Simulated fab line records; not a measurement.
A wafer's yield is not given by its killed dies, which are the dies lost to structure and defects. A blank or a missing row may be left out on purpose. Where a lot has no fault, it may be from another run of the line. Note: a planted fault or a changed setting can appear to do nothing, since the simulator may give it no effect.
Matching of chambers | flow berkeley-cmos170 | rie-si-01 running UCB170_GATE_ETCH_15: 4 sister chambers
The step etches poly-Si in HBr/Cl2, stops on SiO2, time 56.3 s, target depth 278.2 nm. 4 wafers are shown with their chamber, then 8 later ones without.

## WAFERS PAIRED WITH THEIR CHAMBERS
wafer  | chamber | throttle-valve-pct (%)
L856.6 | 3       | 27.1
L859.1 | 2       | 26.4
L867.4 | 1       | 26.2
L870.1 | 0       | 26.0

## WAFERS MISSING THEIR CHAMBER
wafer  | throttle-valve-pct (%)
L870.3 | 26.2
L870.5 | 26.0
L875.1 | 26.0
L875.2 | 27.2
L875.3 | 26.4
L874.2 | 26.4
L874.3 | 26.2
L874.5 | 26.4

## EACH ONE'S CHAMBER
wafer  | from the rows above | in truth
L870.3 | 1                   | 1
L870.5 | 0                   | 0
L875.1 | 0                   | 0
L875.2 | 3                   | 3
L875.3 | 2                   | 2
L874.2 | 2                   | 2
L874.3 | 1                   | 1
L874.5 | 2                   | 2
8 of 8 placed correctly. Left unplaced by these rows: 0. Wrongly placed: 0.
How it was worked out, from the rows above alone: a wafer's distance from a chamber is the root of the sum, over the readings, of the square of ((its reading less the chamber's mean) divided by the reading's scatter). The wafer belongs to the nearest chamber; if the next one is less than 2 further off, it can't be placed. For every chamber, the mean is computed from those of its wafers that are shown. The scatter: root of mean squared gap, hidden wafer to nearest shown wafer, with one shown wafer a chamber.
